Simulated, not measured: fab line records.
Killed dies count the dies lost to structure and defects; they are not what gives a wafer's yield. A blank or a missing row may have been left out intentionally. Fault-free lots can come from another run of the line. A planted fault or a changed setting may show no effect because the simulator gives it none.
Split-lot study | flow berkeley-cmos170 | 5 lots, 23 wafers read, on a route of 331 steps

== THE SPLIT ==
At UCB170_BACKSIDE_STRIP_03 (strips in O2), the setting power-w was moved away from the recipe's 400 W on 10 of the 23 wafers read, by -9.2% to +4.0%. All remaining wafers had this setting at the recipe value.

The reading comes from the split's own step.

== THE READING ==
oes-product-au, in a.u., at UCB170_BACKSIDE_STRIP_03 (strips in O2). Fault-free wafers of this fab line usually give 0.735 a.u., standard deviation 0.0041 a.u.

wafer  | tool, chamber at the split | power-w as run, W | against the recipe | oes-product-au, a.u. | against lot-mates on the recipe
L074.1 | plasma-asher-01, 1         | 400               | recipe             | 0.734                | -
L074.3 | plasma-asher-01, 1         | 400               | recipe             | 0.731                | -
L074.4 | plasma-asher-01, 0         | 415.8             | +4.0%              | 0.751                | +0.019
L074.5 | plasma-asher-01, 0         | 415.8             | +4.0%              | 0.748                | +0.016
L074.6 | plasma-asher-01, 1         | 415.8             | +4.0%              | 0.747                | +0.015
L075.1 | plasma-asher-01, 0         | 400               | recipe             | 0.736                | -
L075.2 | plasma-asher-01, 1         | 400               | recipe             | 0.741                | -
L075.4 | plasma-asher-01, 0         | 400               | recipe             | 0.736                | -
L079.1 | plasma-asher-03, 1         | 400               | recipe             | 0.741                | -
L079.2 | plasma-asher-03, 0         | 376.9             | -5.8%              | 0.713                | -0.023
L079.4 | plasma-asher-03, 0         | 376.9             | -5.8%              | 0.717                | -0.019
L079.5 | plasma-asher-03, 0         | 400               | recipe             | 0.730                | -
L079.6 | plasma-asher-03, 1         | 400               | recipe             | 0.737                | -
L081.1 | plasma-asher-03, 0         | 363.2             | -9.2%              | 0.695                | -0.040
L081.2 | plasma-asher-03, 1         | 400               | recipe             | 0.734                | -
L081.3 | plasma-asher-03, 1         | 400               | recipe             | 0.731                | -
L081.4 | plasma-asher-03, 0         | 363.2             | -9.2%              | 0.702                | -0.033
L081.6 | plasma-asher-03, 1         | 400               | recipe             | 0.739                | -
L084.1 | plasma-asher-01, 1         | 379.3             | -5.2%              | 0.713                | -0.025
L084.2 | plasma-asher-01, 0         | 379.3             | -5.2%              | 0.715                | -0.023
L084.3 | plasma-asher-01, 1         | 400               | recipe             | 0.738                | -
L084.4 | plasma-asher-01, 0         | 379.3             | -5.2%              | 0.716                | -0.022
L084.5 | plasma-asher-01, 1         | 400               | recipe             | 0.738                | -

FIT RESULTS
A straight line over all 23 wafers: oes-product-au changes by +0.00383 a.u. for each +1% of power-w; r = +0.98; the points scatter about the line by 0.0033 a.u.
The same after taking each lot's own level away (the mean of its wafers on the recipe; 23 wafers): +0.00402 a.u. for each +1%; r = +0.98; scatter 0.003 a.u.
That fit puts the effect of the largest move of power-w on the reading at 0.037 a.u.
The span of the lots' own levels, 0.7325 to 0.7380 a.u., comes to 1.3 times the standard deviation stated above.
Hence the lot-to-lot level has little effect on the slope; both slopes agree.
Check: -0.0362 a.u. against its lot-mates is what the line predicts for one of the wafers moved furthest among these (-9.2%) when that wafer is left out of the fit. It came out at -0.0397 a.u. against them.
Tool readings at the split's step, against how far the setting was moved: oes-product-au r = +0.98; strip-time-to-endpoint-s r = -0.99.

== ADDITIONAL SPLITS CARRIED BY THESE WAFERS ==
These wafers also went through other splits before the reading. Each is held against what the fit with the lots' levels taken away leaves over:
other split on the same wafers | wafers away from the commonest value | r with oes-product-au (lot level and that fit taken away)
UCB170_PSD_EXPOSE_03 dose-mj   | 5                                    | +0.29
UCB170_PSD_IMPLANT_08 dose-cm2 | 9                                    | +0.07
UCB170_NSD_IMPLANT_08 dose-cm2 | 8                                    | +0.18

== THE WHOLE CHAIN: every reading that the file lists as answering this split, in the file's order ==
step                     | what it does | reading                  | change (the file's fit)                 | r (the file's)
UCB170_BACKSIDE_STRIP_03 | strips in O2 | oes-product-au           | +0.004 a.u. for each +1% of the setting | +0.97
UCB170_BACKSIDE_STRIP_03 | strips in O2 | strip-time-to-endpoint-s | withheld for each +1% of the setting    | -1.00

== THE FILE'S OWN FIT ==
oes-product-au changes by +0.004 a.u. for each +1% of power-w, r = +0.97.
